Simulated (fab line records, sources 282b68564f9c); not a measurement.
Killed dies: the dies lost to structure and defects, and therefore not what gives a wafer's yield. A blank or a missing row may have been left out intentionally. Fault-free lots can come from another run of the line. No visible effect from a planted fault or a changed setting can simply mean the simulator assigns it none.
fab line records || flow ritCmos
record: {"lots": 6, "wafers": 18, "lastDay": 7}
route steps=202 shown CONTACT@180 M1@184
lots untouched by any fault: they come from a run of this same line in which no faults occurred
startH: the number of hours between the record's first day and the start of the first shown wafer of the lot || waitH: hours elapsed since this lot's preceding step || " the same as in the row above || L1.1+2: a row that stands for several wafers || - no value present, or no start provided || * or withheld: withheld || < > ~ a bound
route shown NAME@n: a module of which the file shows steps, and the number in the route of the first || usual: average and standard deviation across the fault-free wafers || same: alike in all rows || chamber/n: place in a boat || sites: per-site readings || _std_site: their standard deviation || _edge_site: inner sites' mean taken away from outer sites' mean || radiusMm: how far each site lies from the wafer's centre || mask NAME#n: copy n || behind: the tool/chamber that last shaped the wafer || hold: reason for holding the lot/hours on hold/outcome of the hold || device: which transistor (n, p or np) failed to switch || end of line: the same wafers' tests at the end of the route || for a step that has no rows: nothing shown but its recipe || killed: at the first sort, the dies lost to defects and structure; wafer yield is something else || map: per-die view of a wafer (x killed, . not killed, _ where there is no die)
set.NAME: the setting as run; set.NAME@STEP: as run at that earlier step || model.NAME: the simulator's own value behind a step, which no gauge read
a table for each step, a row for each wafer; lots at some steps of the route
services: the hour from which a tool's chamber was out of use, counted from the record's first day as startH (under 0 if before that day), plus the number of hours and why
== steps ==
step: RIT_CONTACT_STRIP_12
recipe: {"chemistry": "O2", "timeS": 180, "resist": "NOVOLAK", "platenTempC": "withheld", "powerW": 500, "pressureMtorr": 4000, "o2FlowSccm": 4000}
usual: {"drypumpMotorCurrentA": "5.9/0.33"}
{"lot.wafer": "L771.1", "tool": "plasmaAsher-04", "chamber": 0, "startH": 75.64, "waitH": 0.1, "drypumpMotorCurrentA": 5.4, "rfHoursCounterH": 41}
{"lot.wafer": "L771.2", "tool": "plasmaAsher-04", "chamber": 1, "startH": 75.64, "waitH": 0.1, "drypumpMotorCurrentA": 5.9, "rfHoursCounterH": 41}
{"lot.wafer": "L771.4", "tool": "plasmaAsher-04", "chamber": 1, "startH": 75.64, "waitH": 0.1, "drypumpMotorCurrentA": 5.9, "rfHoursCounterH": "-"}
{"lot.wafer": "L780.1", "tool": "plasmaAsher-02", "chamber": 1, "startH": 123.41, "waitH": 0.1, "drypumpMotorCurrentA": 5.5, "rfHoursCounterH": 50}
{"lot.wafer": "L780.4", "tool": "plasmaAsher-02", "chamber": 0, "startH": 123.41, "waitH": 0.1, "drypumpMotorCurrentA": 6.2, "rfHoursCounterH": "-"}
{"lot.wafer": "L780.6", "tool": "plasmaAsher-02", "chamber": 1, "startH": 123.41, "waitH": 0.1, "drypumpMotorCurrentA": 5.5, "rfHoursCounterH": "-"}
{"lot.wafer": "L786.4", "tool": "plasmaAsher-04", "chamber": 1, "startH": 152.85, "waitH": 0.2, "drypumpMotorCurrentA": 5.9, "rfHoursCounterH": "-"}
{"lot.wafer": "L786.5", "tool": "plasmaAsher-04", "chamber": 0, "startH": 152.85, "waitH": 0.2, "drypumpMotorCurrentA": 5.4, "rfHoursCounterH": "-"}
{"lot.wafer": "L786.6", "tool": "plasmaAsher-04", "chamber": 1, "startH": 152.85, "waitH": 0.2, "drypumpMotorCurrentA": 5.9, "rfHoursCounterH": "-"}
{"lot.wafer": "L787.2", "tool": "plasmaAsher-03", "chamber": 0, "startH": 157.90, "waitH": 0.1, "drypumpMotorCurrentA": 6.3, "rfHoursCounterH": 36}
{"lot.wafer": "L787.4", "tool": "plasmaAsher-03", "chamber": 0, "startH": 157.90, "waitH": 0.1, "drypumpMotorCurrentA": 6.3, "rfHoursCounterH": "-"}
{"lot.wafer": "L787.6", "tool": "plasmaAsher-03", "chamber": 1, "startH": 157.90, "waitH": 0.1, "drypumpMotorCurrentA": 5.8, "rfHoursCounterH": "-"}
{"lot.wafer": "L788.3", "tool": "plasmaAsher-04", "chamber": 1, "startH": 161.79, "waitH": 0.2, "drypumpMotorCurrentA": 5.9, "rfHoursCounterH": "-"}
{"lot.wafer": "L788.4", "tool": "plasmaAsher-04", "chamber": 0, "startH": 161.79, "waitH": 0.2, "drypumpMotorCurrentA": 5.4, "rfHoursCounterH": "-"}
{"lot.wafer": "L788.6", "tool": "plasmaAsher-04", "chamber": 1, "startH": 161.79, "waitH": 0.2, "drypumpMotorCurrentA": 5.9, "rfHoursCounterH": "-"}
{"lot.wafer": "L790.2", "tool": "plasmaAsher-03", "chamber": 1, "startH": 172.77, "waitH": 0.1, "drypumpMotorCurrentA": 5.8, "rfHoursCounterH": 37}
{"lot.wafer": "L790.4", "tool": "plasmaAsher-03", "chamber": 0, "startH": 172.77, "waitH": 0.1, "drypumpMotorCurrentA": 6.3, "rfHoursCounterH": "-"}
{"lot.wafer": "L790.6", "tool": "plasmaAsher-03", "chamber": 0, "startH": 172.77, "waitH": 0.1, "drypumpMotorCurrentA": 6.3, "rfHoursCounterH": "-"}
step: RIT_CONTACT_CD_MEAS_90
recipe: {"targetCdNm": 1000}
usual: {"cdNm": "999.9/2.1"}
{"lot.wafer": "L771.1", "tool": "cdSem-01", "chamber": "-", "startH": 75.85, "waitH": 0.2, "cdNm": 1000.8}
{"lot.wafer": "L771.2", "tool": "cdSem-01", "chamber": "-", "startH": 75.85, "waitH": 0.2, "cdNm": 1001.9}
{"lot.wafer": "L771.4", "tool": "cdSem-01", "chamber": "-", "startH": 75.85, "waitH": 0.2, "cdNm": 1000.6}
{"lot.wafer": "L780.1", "tool": "cdSem-02", "chamber": "-", "startH": 123.59, "waitH": 0.1, "cdNm": 1000.1}
{"lot.wafer": "L780.4", "tool": "cdSem-02", "chamber": "-", "startH": 123.59, "waitH": 0.1, "cdNm": 1001.3}
{"lot.wafer": "L780.6", "tool": "cdSem-02", "chamber": "-", "startH": 123.59, "waitH": 0.1, "cdNm": 1000.2}
{"lot.wafer": "L786.4", "tool": "cdSem-02", "chamber": "-", "startH": 153.03, "waitH": 0.1, "cdNm": 1002.0}
{"lot.wafer": "L786.5", "tool": "cdSem-02", "chamber": "-", "startH": 153.03, "waitH": 0.1, "cdNm": 1002.6}
{"lot.wafer": "L786.6", "tool": "cdSem-02", "chamber": "-", "startH": 153.03, "waitH": 0.1, "cdNm": 1001.7}
{"lot.wafer": "L787.2", "tool": "cdSem-02", "chamber": "-", "startH": 158.09, "waitH": 0.1, "cdNm": 997.5}
{"lot.wafer": "L787.4", "tool": "cdSem-02", "chamber": "-", "startH": 158.09, "waitH": 0.1, "cdNm": 999.9}
{"lot.wafer": "L787.6", "tool": "cdSem-02", "chamber": "-", "startH": 158.09, "waitH": 0.1, "cdNm": 995.7}
{"lot.wafer": "L788.3", "tool": "cdSem-02", "chamber": "-", "startH": 161.95, "waitH": 0.1, "cdNm": 997.1}
{"lot.wafer": "L788.4", "tool": "cdSem-02", "chamber": "-", "startH": 161.95, "waitH": 0.1, "cdNm": 999.7}
{"lot.wafer": "L788.6", "tool": "cdSem-02", "chamber": "-", "startH": 161.95, "waitH": 0.1, "cdNm": 1000.4}
{"lot.wafer": "L790.2", "tool": "cdSem-01", "chamber": "-", "startH": 172.96, "waitH": 0.1, "cdNm": 997.1}
{"lot.wafer": "L790.4", "tool": "cdSem-01", "chamber": "-", "startH": 172.96, "waitH": 0.1, "cdNm": 997.9}
{"lot.wafer": "L790.6", "tool": "cdSem-01", "chamber": "-", "startH": 172.96, "waitH": 0.1, "cdNm": 1000.5}
step: RIT_CONTACT_CLEAN_13
recipe: {"chemistry": "SC1", "mix": "3:3:50", "timeS": 571.1, "tempC": 75}
step: RIT_CONTACT_CLEAN_14
recipe: {"chemistry": "SC2", "mix": "3:3:50", "timeS": 600, "tempC": 75, "dry": "n2Spin"}
step: RIT_M1_SPUTTER_00
recipe: {"material": "Al", "targetThkNm": 400, "powerW": 2000, "chamberPressurePa": 0.4, "gas": "Ar", "timeS": 500, "substrateTempC": 25}
usual: {"throttleValvePct": "29.6/1.2"}
{"lot.wafer": "L771.1", "tool": "pvdSputter-03", "chamber": "-", "startH": 76.32, "waitH": 0.0, "throttleValvePct": 29.9}
{"lot.wafer": "L771.2", "tool": "pvdSputter-03", "chamber": "-", "startH": 76.32, "waitH": 0.0, "throttleValvePct": 27.7}
{"lot.wafer": "L771.4", "tool": "pvdSputter-03", "chamber": "-", "startH": 76.32, "waitH": 0.0, "throttleValvePct": 30.3}
{"lot.wafer": "L780.1", "tool": "pvdSputter-01", "chamber": "-", "startH": 124.25, "waitH": 0.0, "throttleValvePct": 31.5}
{"lot.wafer": "L780.4", "tool": "pvdSputter-01", "chamber": "-", "startH": 124.25, "waitH": 0.0, "throttleValvePct": 30.1}
{"lot.wafer": "L780.6", "tool": "pvdSputter-01", "chamber": "-", "startH": 124.25, "waitH": 0.0, "throttleValvePct": 30.1}
{"lot.wafer": "L786.4", "tool": "pvdSputter-01", "chamber": "-", "startH": 153.44, "waitH": 0.0, "throttleValvePct": 31.6}
{"lot.wafer": "L786.5", "tool": "pvdSputter-01", "chamber": "-", "startH": 153.44, "waitH": 0.0, "throttleValvePct": 27.7}
{"lot.wafer": "L786.6", "tool": "pvdSputter-01", "chamber": "-", "startH": 153.44, "waitH": 0.0, "throttleValvePct": 30.2}
{"lot.wafer": "L787.2", "tool": "pvdSputter-03", "chamber": "-", "startH": 158.54, "waitH": 0.0, "throttleValvePct": 28.1}
{"lot.wafer": "L787.4", "tool": "pvdSputter-03", "chamber": "-", "startH": 158.54, "waitH": 0.0, "throttleValvePct": 29.8}
{"lot.wafer": "L787.6", "tool": "pvdSputter-03", "chamber": "-", "startH": 158.54, "waitH": 0.0, "throttleValvePct": 27.9}
{"lot.wafer": "L788.3", "tool": "pvdSputter-01", "chamber": "-", "startH": 162.38, "waitH": 0.0, "throttleValvePct": 30.1}
{"lot.wafer": "L788.4", "tool": "pvdSputter-01", "chamber": "-", "startH": 162.38, "waitH": 0.0, "throttleValvePct": 27.7}
{"lot.wafer": "L788.6", "tool": "pvdSputter-01", "chamber": "-", "startH": 162.38, "waitH": 0.0, "throttleValvePct": 30.2}
{"lot.wafer": "L790.2", "tool": "pvdSputter-01", "chamber": "-", "startH": 173.60, "waitH": 0.0, "throttleValvePct": 30.1}
{"lot.wafer": "L790.4", "tool": "pvdSputter-01", "chamber": "-", "startH": 173.60, "waitH": 0.0, "throttleValvePct": 31.6}
{"lot.wafer": "L790.6", "tool": "pvdSputter-01", "chamber": "-", "startH": 173.60, "waitH": 0.0, "throttleValvePct": 31.5}
step: RIT_M1_RS_MEAS_01
recipe: {"thkMeasGauge": "four-point-probe", "reads": "Al_of_M1_SPUTTER_00"}
usual: {"M1_AL_RS": "0.0737/0.00072"}
{"lot.wafer": "L771.1", "tool": "filmMetro-02", "chamber": "-", "startH": 76.62, "waitH": 0.1, "M1_AL_RS[ohm/sq]": 0.0737}
{"lot.wafer": "L771.2", "tool": "filmMetro-02", "chamber": "-", "startH": 76.62, "waitH": 0.1, "M1_AL_RS[ohm/sq]": 0.0740}
{"lot.wafer": "L771.4", "tool": "filmMetro-02", "chamber": "-", "startH": 76.62, "waitH": 0.1, "M1_AL_RS[ohm/sq]": 0.0733}
{"lot.wafer": "L780.1", "tool": "filmMetro-02", "chamber": "-", "startH": 124.54, "waitH": 0.1, "M1_AL_RS[ohm/sq]": 0.0751}
{"lot.wafer": "L780.4", "tool": "filmMetro-02", "chamber": "-", "startH": 124.54, "waitH": 0.1, "M1_AL_RS[ohm/sq]": 0.0756}
{"lot.wafer": "L780.6", "tool": "filmMetro-02", "chamber": "-", "startH": 124.54, "waitH": 0.1, "M1_AL_RS[ohm/sq]": 0.0743}
{"lot.wafer": "L786.4", "tool": "filmMetro-03", "chamber": "-", "startH": 153.79, "waitH": 0.2, "M1_AL_RS[ohm/sq]": 0.0747}
{"lot.wafer": "L786.5", "tool": "filmMetro-03", "chamber": "-", "startH": 153.79, "waitH": 0.2, "M1_AL_RS[ohm/sq]": 0.0750}
{"lot.wafer": "L786.6", "tool": "filmMetro-03", "chamber": "-", "startH": 153.79, "waitH": 0.2, "M1_AL_RS[ohm/sq]": 0.0744}
{"lot.wafer": "L787.2", "tool": "filmMetro-01", "chamber": "-", "startH": 158.86, "waitH": 0.2, "M1_AL_RS[ohm/sq]": 0.0738}
{"lot.wafer": "L787.4", "tool": "filmMetro-01", "chamber": "-", "startH": 158.86, "waitH": 0.2, "M1_AL_RS[ohm/sq]": 0.0741}
{"lot.wafer": "L787.6", "tool": "filmMetro-01", "chamber": "-", "startH": 158.86, "waitH": 0.2, "M1_AL_RS[ohm/sq]": 0.0746}
{"lot.wafer": "L788.3", "tool": "filmMetro-03", "chamber": "-", "startH": 162.71, "waitH": 0.2, "M1_AL_RS[ohm/sq]": 0.0739}
{"lot.wafer": "L788.4", "tool": "filmMetro-03", "chamber": "-", "startH": 162.71, "waitH": 0.2, "M1_AL_RS[ohm/sq]": 0.0742}
{"lot.wafer": "L788.6", "tool": "filmMetro-03", "chamber": "-", "startH": 162.71, "waitH": 0.2, "M1_AL_RS[ohm/sq]": 0.0751}
{"lot.wafer": "L790.2", "tool": "filmMetro-01", "chamber": "-", "startH": 173.92, "waitH": 0.2, "M1_AL_RS[ohm/sq]": 0.0741}
{"lot.wafer": "L790.4", "tool": "filmMetro-01", "chamber": "-", "startH": 173.92, "waitH": 0.2, "M1_AL_RS[ohm/sq]": 0.0739}
{"lot.wafer": "L790.6", "tool": "filmMetro-01", "chamber": "-", "startH": 173.92, "waitH": 0.2, "M1_AL_RS[ohm/sq]": 0.0734}
step: RIT_M1_THK_MEAS_02
recipe: {"thkMeasGauge": "xrf", "reads": "Al_of_M1_SPUTTER_00"}
usual: {"M1_AL_THK": "403/4.5"}
{"lot.wafer": "L771.1", "tool": "filmMetro-02", "chamber": "-", "startH": 76.74, "waitH": 0.1, "M1_AL_THK[nm]": 405}
{"lot.wafer": "L771.2", "tool": "filmMetro-02", "chamber": "-", "startH": 76.74, "waitH": 0.1, "M1_AL_THK[nm]": 403}
{"lot.wafer": "L771.4", "tool": "filmMetro-02", "chamber": "-", "startH": 76.74, "waitH": 0.1, "M1_AL_THK[nm]": 406}
{"lot.wafer": "L780.1", "tool": "filmMetro-02", "chamber": "-", "startH": 124.66, "waitH": 0.1, "M1_AL_THK[nm]": 398}
{"lot.wafer": "L780.4", "tool": "filmMetro-02", "chamber": "-", "startH": 124.66, "waitH": 0.1, "M1_AL_THK[nm]": 395}
{"lot.wafer": "L780.6", "tool": "filmMetro-02", "chamber": "-", "startH": 124.66, "waitH": 0.1, "M1_AL_THK[nm]": 405}
{"lot.wafer": "L786.4", "tool": "filmMetro-03", "chamber": "-", "startH": 153.88, "waitH": 0.1, "M1_AL_THK[nm]": 399}
{"lot.wafer": "L786.5", "tool": "filmMetro-03", "chamber": "-", "startH": 153.88, "waitH": 0.1, "M1_AL_THK[nm]": 396}
{"lot.wafer": "L786.6", "tool": "filmMetro-03", "chamber": "-", "startH": 153.88, "waitH": 0.1, "M1_AL_THK[nm]": 400}
{"lot.wafer": "L787.2", "tool": "filmMetro-01", "chamber": "-", "startH": 158.97, "waitH": 0.1, "M1_AL_THK[nm]": 401}
{"lot.wafer": "L787.4", "tool": "filmMetro-01", "chamber": "-", "startH": 158.97, "waitH": 0.1, "M1_AL_THK[nm]": 400}
{"lot.wafer": "L787.6", "tool": "filmMetro-01", "chamber": "-", "startH": 158.97, "waitH": 0.1, "M1_AL_THK[nm]": 398}
{"lot.wafer": "L788.3", "tool": "filmMetro-03", "chamber": "-", "startH": 162.81, "waitH": 0.1, "M1_AL_THK[nm]": 403}
{"lot.wafer": "L788.4", "tool": "filmMetro-03", "chamber": "-", "startH": 162.81, "waitH": 0.1, "M1_AL_THK[nm]": 403}
{"lot.wafer": "L788.6", "tool": "filmMetro-03", "chamber": "-", "startH": 162.81, "waitH": 0.1, "M1_AL_THK[nm]": 398}
{"lot.wafer": "L790.2", "tool": "filmMetro-01", "chamber": "-", "startH": 174.03, "waitH": 0.1, "M1_AL_THK[nm]": 400}
{"lot.wafer": "L790.4", "tool": "filmMetro-01", "chamber": "-", "startH": 174.03, "waitH": 0.1, "M1_AL_THK[nm]": 401}
{"lot.wafer": "L790.6", "tool": "filmMetro-01", "chamber": "-", "startH": 174.03, "waitH": 0.1, "M1_AL_THK[nm]": 405}
step: RIT_M1_HMDS_03
recipe: {"primeTimeS": 60, "primeTempC": 140}
step: RIT_M1_COAT_04
recipe: {"resist": "NOVOLAK", "spinRpm": 2000, "resistThkNm": 1300}
step: RIT_M1_SOFTBAKE_05
recipe: {"resist": "NOVOLAK", "tempC": 90, "timeS": 60}
step: RIT_M1_EXPOSE_06
recipe: {"maskId": "M12", "na": 0.6, "sourceShape": "conventional", "sigmaOuter": 0.5, "targetCdNm": 2600, "doseMj": 250}
step: RIT_M1_PEB_07
recipe: {"resist": "NOVOLAK", "tempC": "withheld", "timeS": "withheld"}
step: RIT_M1_DEVELOP_08
recipe: {"resist": "NOVOLAK", "developTimeS": 68, "devTempC": 23}
usual: {"exhaustPa": "45.2/0.93"}
{"lot.wafer": "L771.1", "tool": "lithoTrack-03", "chamber": 0, "startH": 77, "waitH": "-", "exhaustPa": 44.7}
{"lot.wafer": "L771.2", "tool": "lithoTrack-03", "chamber": 0, "startH": 77, "waitH": "-", "exhaustPa": 46.7}
{"lot.wafer": "L771.4", "tool": "lithoTrack-03", "chamber": 0, "startH": 77, "waitH": "-", "exhaustPa": 45.5}
{"lot.wafer": "L780.1", "tool": "lithoTrack-01", "chamber": 0, "startH": 125, "waitH": "-", "exhaustPa": 43.5}
{"lot.wafer": "L780.4", "tool": "lithoTrack-01", "chamber": 0, "startH": 125, "waitH": "-", "exhaustPa": 44.4}
{"lot.wafer": "L780.6", "tool": "lithoTrack-01", "chamber": 0, "startH": 125, "waitH": "-", "exhaustPa": 44.6}
{"lot.wafer": "L786.4", "tool": "lithoTrack-01", "chamber": 0, "startH": 154, "waitH": "-", "exhaustPa": 45.1}
{"lot.wafer": "L786.5", "tool": "lithoTrack-01", "chamber": 0, "startH": 154, "waitH": "-", "exhaustPa": 46.5}
{"lot.wafer": "L786.6", "tool": "lithoTrack-01", "chamber": 0, "startH": 154, "waitH": "-", "exhaustPa": 45.8}
{"lot.wafer": "L787.2", "tool": "lithoTrack-03", "chamber": 0, "startH": 159, "waitH": "-", "exhaustPa": 45.6}
{"lot.wafer": "L787.4", "tool": "lithoTrack-03", "chamber": 0, "startH": 159, "waitH": "-", "exhaustPa": 45.8}
{"lot.wafer": "L787.6", "tool": "lithoTrack-03", "chamber": 0, "startH": 159, "waitH": "-", "exhaustPa": 45.7}
{"lot.wafer": "L788.3", "tool": "lithoTrack-03", "chamber": 0, "startH": 163, "waitH": "-", "exhaustPa": 44.6}
{"lot.wafer": "L788.4", "tool": "lithoTrack-03", "chamber": 0, "startH": 163, "waitH": "-", "exhaustPa": 45.8}
{"lot.wafer": "L788.6", "tool": "lithoTrack-03", "chamber": 0, "startH": 163, "waitH": "-", "exhaustPa": 45.7}
{"lot.wafer": "L790.2", "tool": "lithoTrack-02", "chamber": 0, "startH": 174, "waitH": "-", "exhaustPa": 46.1}
{"lot.wafer": "L790.4", "tool": "lithoTrack-02", "chamber": 0, "startH": 175, "waitH": "-", "exhaustPa": 44.7}
{"lot.wafer": "L790.6", "tool": "lithoTrack-02", "chamber": 0, "startH": 175, "waitH": "-", "exhaustPa": 46.1}
step: RIT_M1_CD_MEAS_09
recipe: {"targetCdNm": 2600}
usual: {"cdNm": "2600.0/2.5"}
{"lot.wafer": "L771.1", "tool": "cdSem-01", "chamber": "-", "startH": 77.80, "waitH": "-", "cdNm": 2597.7}
{"lot.wafer": "L771.2", "tool": "cdSem-01", "chamber": "-", "startH": 77.80, "waitH": "-", "cdNm": 2597.6}
{"lot.wafer": "L771.4", "tool": "cdSem-01", "chamber": "-", "startH": 77.80, "waitH": "-", "cdNm": 2596.8}
{"lot.wafer": "L780.1", "tool": "cdSem-02", "chamber": "-", "startH": 125.60, "waitH": "-", "cdNm": 2602.2}
{"lot.wafer": "L780.4", "tool": "cdSem-02", "chamber": "-", "startH": 125.60, "waitH": "-", "cdNm": 2602.9}
{"lot.wafer": "L780.6", "tool": "cdSem-02", "chamber": "-", "startH": 125.60, "waitH": "-", "cdNm": 2603.3}
{"lot.wafer": "L786.4", "tool": "cdSem-02", "chamber": "-", "startH": 154.85, "waitH": "-", "cdNm": 2600.1}
{"lot.wafer": "L786.5", "tool": "cdSem-02", "chamber": "-", "startH": 154.85, "waitH": "-", "cdNm": 2599.9}
{"lot.wafer": "L786.6", "tool": "cdSem-02", "chamber": "-", "startH": 154.85, "waitH": "-", "cdNm": 2600.8}
{"lot.wafer": "L787.2", "tool": "cdSem-02", "chamber": "-", "startH": 159.93, "waitH": "-", "cdNm": "-"}
{"lot.wafer": "L787.4", "tool": "cdSem-02", "chamber": "-", "startH": 159.93, "waitH": "-", "cdNm": "-"}
{"lot.wafer": "L787.6", "tool": "cdSem-02", "chamber": "-", "startH": 159.93, "waitH": "-", "cdNm": "-"}
{"lot.wafer": "L788.3", "tool": "cdSem-02", "chamber": "-", "startH": 163.90, "waitH": "-", "cdNm": "-"}
{"lot.wafer": "L788.4", "tool": "cdSem-02", "chamber": "-", "startH": 163.90, "waitH": "-", "cdNm": "-"}
{"lot.wafer": "L788.6", "tool": "cdSem-02", "chamber": "-", "startH": 163.90, "waitH": "-", "cdNm": "-"}
{"lot.wafer": "L790.2", "tool": "cdSem-01", "chamber": "-", "startH": 175.10, "waitH": "-", "cdNm": 2602.9}
{"lot.wafer": "L790.4", "tool": "cdSem-01", "chamber": "-", "startH": 175.10, "waitH": "-", "cdNm": 2602.4}
{"lot.wafer": "L790.6", "tool": "cdSem-01", "chamber": "-", "startH": 175.10, "waitH": "-", "cdNm": 2602.9}
step: RIT_M1_OVL_MEAS_10
usual: {"M1_OVL": "-0.6/1.2"}
{"lot.wafer": "L771.1", "tool": "overlay-01", "chamber": "-", "startH": 77.92, "waitH": 0.1, "M1_OVL[nm]": -0.7}
{"lot.wafer": "L771.2", "tool": "overlay-01", "chamber": "-", "startH": 77.92, "waitH": 0.1, "M1_OVL[nm]": -2.1}
{"lot.wafer": "L771.4", "tool": "overlay-01", "chamber": "-", "startH": 77.92, "waitH": 0.1, "M1_OVL[nm]": -0.8}
{"lot.wafer": "L780.1", "tool": "overlay-02", "chamber": "-", "startH": 125.72, "waitH": 0.1, "M1_OVL[nm]": -0.6}
{"lot.wafer": "L780.4", "tool": "overlay-02", "chamber": "-", "startH": 125.72, "waitH": 0.1, "M1_OVL[nm]": 0.7}
{"lot.wafer": "L780.6", "tool": "overlay-02", "chamber": "-", "startH": 125.72, "waitH": 0.1, "M1_OVL[nm]": -0.2}
{"lot.wafer": "L786.4", "tool": "overlay-01", "chamber": "-", "startH": 154.93, "waitH": 0.1, "M1_OVL[nm]": -1.5}
{"lot.wafer": "L786.5", "tool": "overlay-01", "chamber": "-", "startH": 154.93, "waitH": 0.1, "M1_OVL[nm]": -0.3}
{"lot.wafer": "L786.6", "tool": "overlay-01", "chamber": "-", "startH": 154.93, "waitH": 0.1, "M1_OVL[nm]": 0.3}
{"lot.wafer": "L787.2", "tool": "overlay-02", "chamber": "-", "startH": 160.04, "waitH": 0.1, "M1_OVL[nm]": "-"}
{"lot.wafer": "L787.4", "tool": "overlay-02", "chamber": "-", "startH": 160.04, "waitH": 0.1, "M1_OVL[nm]": "-"}
{"lot.wafer": "L787.6", "tool": "overlay-02", "chamber": "-", "startH": 160.04, "waitH": 0.1, "M1_OVL[nm]": "-"}
{"lot.wafer": "L788.3", "tool": "overlay-02", "chamber": "-", "startH": 163.99, "waitH": 0.1, "M1_OVL[nm]": "-"}
{"lot.wafer": "L788.4", "tool": "overlay-02", "chamber": "-", "startH": 163.99, "waitH": 0.1, "M1_OVL[nm]": "-"}
{"lot.wafer": "L788.6", "tool": "overlay-02", "chamber": "-", "startH": 163.99, "waitH": 0.1, "M1_OVL[nm]": "-"}
{"lot.wafer": "L790.2", "tool": "overlay-01", "chamber": "-", "startH": 175.21, "waitH": 0.1, "M1_OVL[nm]": -1.1}
{"lot.wafer": "L790.4", "tool": "overlay-01", "chamber": "-", "startH": 175.21, "waitH": 0.1, "M1_OVL[nm]": -0.8}
{"lot.wafer": "L790.6", "tool": "overlay-01", "chamber": "-", "startH": 175.21, "waitH": 0.1, "M1_OVL[nm]": -0.6}
step: RIT_M1_HARDBAKE_11
recipe: {"resist": "NOVOLAK", "tempC": 140, "timeS": 120}
== services ==
{"tool": "plasmaAsher-02", "chamber": "-", "startH": 52.80, "hours": 3.8, "kind": "repair"}
{"tool": "plasmaAsher-04", "chamber": "-", "startH": 59.29, "hours": 5.9, "kind": "repair"}
{"tool": "plasmaAsher-04", "chamber": "-", "startH": 68.83, "hours": 0.6, "kind": "repair"}
{"tool": "pvdSputter-01", "chamber": "-", "startH": 73.08, "hours": 10.8, "kind": "repair"}
{"tool": "pvdSputter-01", "chamber": "-", "startH": 77.26, "hours": 5.2, "kind": "repair"}
{"tool": "pvdSputter-01", "chamber": "-", "startH": 98.21, "hours": 4.1, "kind": "repair"}
{"tool": "plasmaAsher-03", "chamber": "-", "startH": 101.48, "hours": 7.2, "kind": "repair"}
{"tool": "pvdSputter-03", "chamber": "-", "startH": 102.54, "hours": 0.7, "kind": "repair"}
{"tool": "pvdSputter-03", "chamber": "-", "startH": 140.36, "hours": 4.1, "kind": "repair"}
== key ==
firstSign: {"step": "RIT_M1_CD_MEAS_09", "reading": "cdNm", "direction": "missing"}
effect: {"step": "RIT_M1_OVL_MEAS_10", "reading": "M1_OVL", "direction": "missing"}
metAt RIT_M1_DEVELOP_08
struckWafers L787.2,L787.4,L787.6,L788.3,L788.4,L788.6
sortLeftOut L787.2,L787.4,L787.6,L788.3,L788.4,L788.6
testerLeftOut L787,L788
onsetBetween 77 159
earlierFault: {"kind": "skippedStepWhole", "tool": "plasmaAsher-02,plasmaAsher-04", "chamber": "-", "onsetH": 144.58, "steps": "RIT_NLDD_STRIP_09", "scope": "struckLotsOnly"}
fault: {"kind": "processParameterDrift", "tool": "lithoTrack-03", "chamber": "-", "onsetH": 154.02, "steps": "RIT_M1_DEVELOP_08", "channel": "developTimeS", "offset": "*", "shape": "step", "actsIn": "*", "stated": "*"}
testerLeftOut: of these lots the tester's yield and bins aren't shown, on N5 and GAA mostly nor the transistor test; their killed dies are dies lost to structure and defects alone, not to doping, threshold or leakage, so they don't give the yield
sortLeftOut: the simulated sort isn't trusted on such a fault, so these wafers' sort isn't shown, and their yield isn't known
